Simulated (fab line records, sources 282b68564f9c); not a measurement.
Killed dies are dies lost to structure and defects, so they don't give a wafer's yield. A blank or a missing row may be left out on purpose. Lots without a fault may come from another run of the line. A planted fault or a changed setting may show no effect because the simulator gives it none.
A struck lot beside a sound one | flow rit_cmos | 44 steps out of a route of 202
Sound: wafers L482.1, L482.4, L482.5. Struck: wafers L487.3, L487.4, L487.5. The cause comes at the end.
At each step with rows: each side's tool, then ch and its chambers, then its first start. Under that, the readings that differ: sound wafers | struck wafers | difference of the means | sigmas: that difference in standard deviations of wafers without a fault.
alike: readings whose means differ by less than 2 such deviations, and words and numbers that are the same on both sides. not compared: withheld readings, readings that some wafer has no value for, bounds like >300 that may hide the same value, and numbers for which the record gives no deviation and whose values overlap.
The two part at a step that has a row with sigmas, a row that says differs or no value, or rows on one side only. Numbers that don't overlap but have no deviation are shown without sigmas and don't part them. A reading that every wafer of one side lacks parts them only if that side has two wafers or more.

first, 3 steps without rows for these wafers: RIT_PRETRO_EXPOSE_03 (exposes mask M5, target cd 43700 nm); RIT_PRETRO_PEB_04; RIT_PRETRO_DEVELOP_05 (develop time 68 s).
RIT_PRETRO_OVL_MEAS_06:
  sound on overlay-01, day 5 16:46; struck on overlay-02, day 6 16:23
  alike: PRETRO_OVL
then, 2 steps without rows for these wafers: RIT_PRETRO_HARDBAKE_07 (time 120 s); RIT_PRETRO_IMPLANT_08.
RIT_PRETRO_STRIP_09: strips in O2, time 180 s.
  sound on plasma_asher-04 ch 1, day 5 17:13; struck on plasma_asher-01 ch 0,1, day 6 16:52
  alike: drypump_motor_current_A
  not compared: rf_hours_counter_h
RIT_PRETRO_TW_MEAS_10:
  sound on film_metro-04, day 5 17:23; struck on film_metro-04, day 6 17:00
  alike: PRETRO_TW
then, 4 steps without rows for these wafers: RIT_GATE_WET_ETCH_00 (etches SiO2 in BOE, target depth 56 nm, time 60 s); RIT_GATE_CLEAN_01 (cleans in SC1, time 600 s); RIT_GATE_CLEAN_02 (cleans in dHF, time 30 s); RIT_GATE_CLEAN_03 (cleans in SC2, time 600 s).
RIT_GATE_CLEAN_04: cleans in dHF, time 60 s.
  sound on wet_bench-02 ch 3, day 5 17:50; struck on wet_bench-02 ch 3, day 6 17:27
  reading                                     | sound             | struck            | difference | sigmas
  run_length_s (s)                            | 87.8 87.8 87.8    | 328.3 328.3 328.3 | +240.5     | +99 or more
  model.SiO2_of_FOX2_OXIDATION_00.thk_nm (nm) | 260.6 261.4 256.5 | 233.5 233.1 240.4 | -23.8      |
RIT_FOX2_THK_MEAS_91:
  sound on film_metro-01, day 5 17:52; struck on film_metro-01, day 6 17:29
  reading                     | sound       | struck      | difference | sigmas
  FIELD_OXIDE_LEFT_2_THK (nm) | 261 261 257 | 234 233 240 | -24        | -4
then, 2 steps without rows for these wafers: RIT_GATE_OXIDATION_05 (target thk 3 nm, ox time 270 s); RIT_GATE_ANNEAL_06 (time 600 s).
RIT_GATE_THK_MEAS_07:
  sound on film_metro-04, day 5 21:20; struck on film_metro-01, day 7 00:16
  alike: GATE_OXIDE_THK
then, 1 step without rows for these wafers: RIT_GATE_CVD_08 (deposits poly-Si from SiH4, target thk 250 nm, time 2220 s).
RIT_GATE_THK_MEAS_09:
  sound on film_metro-04, day 6 01:56; struck on film_metro-01, day 7 03:12
  alike: GATE_POLY_THK
then, 6 steps without rows for these wafers: RIT_GATE_HMDS_10 (prime time 60 s); RIT_GATE_COAT_11 (resist thk 850 nm); RIT_GATE_SOFTBAKE_12 (time 60 s); RIT_GATE_EXPOSE_13 (exposes mask M6, target cd 150 nm); RIT_GATE_PEB_14; RIT_GATE_DEVELOP_15 (develop time 50 s).
RIT_GATE_CD_MEAS_16: target cd 150 nm.
  sound on cd_sem-01, day 6 02:52; struck on cd_sem-01, day 7 04:08
  alike: cd_nm
RIT_GATE_OVL_MEAS_17:
  sound on overlay-02, day 6 02:59; struck on overlay-01, day 7 04:13
  alike: GATE_OVL
then, 1 step without rows for these wafers: RIT_GATE_HARDBAKE_18 (time 60 s).
RIT_GATE_ETCH_19: etches poly-Si in SF6/CHF3/O2, stops on SiO2, time 165 s, target depth 312.5 nm.
  sound on rie_si-01 ch 0,1,2, day 6 03:10; struck on rie_si-02 ch 0,2, day 7 04:24
  alike: drypump_motor_current_A, oes_product_au, throttle_valve_pct
  not compared: rf_hours_counter_h
RIT_GATE_STRIP_20: strips in O2, time 180 s.
  sound on plasma_asher-04 ch 0,1, day 6 03:16; struck on plasma_asher-02 ch 0,1, day 7 04:34
  alike: drypump_motor_current_A
  not compared: rf_hours_counter_h
RIT_GATE_CD_MEAS_90: target cd 150 nm.
  sound on cd_sem-01, day 6 03:27; struck on cd_sem-01, day 7 04:43
  alike: cd_nm
then, 4 steps without rows for these wafers: RIT_REOX_CLEAN_00 (cleans in SC1, time 600 s); RIT_REOX_CLEAN_01 (cleans in dHF, time 30 s); RIT_REOX_CLEAN_02 (cleans in SC2, time 600 s); RIT_REOX_OXIDATION_03 (target thk 25.2 nm, ox time 5580 s).
RIT_REOX_THK_MEAS_04:
  sound on film_metro-04, day 6 06:32; struck on film_metro-01, day 7 07:54
  alike: REOX_OXIDE_THK
then, 6 steps without rows for these wafers: RIT_NLDD_HMDS_00 (prime time 60 s); RIT_NLDD_COAT_01 (resist thk 1000 nm); RIT_NLDD_SOFTBAKE_02 (time 60 s); RIT_NLDD_EXPOSE_03 (exposes mask M7, target cd 40700 nm); RIT_NLDD_PEB_04; RIT_NLDD_DEVELOP_05 (develop time 50 s).
RIT_SILICIDE_WET_ETCH_00: etches SiO2 in BOE, target depth 14 nm, time 15 s.
  sound on wet_bench-01 ch 0, day 6 23:25; struck on wet_bench-02 ch 0, day 7 19:13
  reading                                     | sound             | struck            | difference | sigmas
  model.SiO2_of_FOX2_OXIDATION_00.thk_nm (nm) | 155.2 155.5 150.8 | 128.6 128.2 134.9 | -23.3      |
RIT_M1_PROBE_99:
  the record has rows for the struck wafers here (prober-02, day 8 03:37) and none for the sound ones

WHERE THEY PART
First at RIT_GATE_CLEAN_04; last, within this record, at RIT_M1_PROBE_99.

WHY: what the simulator had put in
Process parameter drift: wet_bench-02, from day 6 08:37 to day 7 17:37, at RIT_GATE_CLEAN_04. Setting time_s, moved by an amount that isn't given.
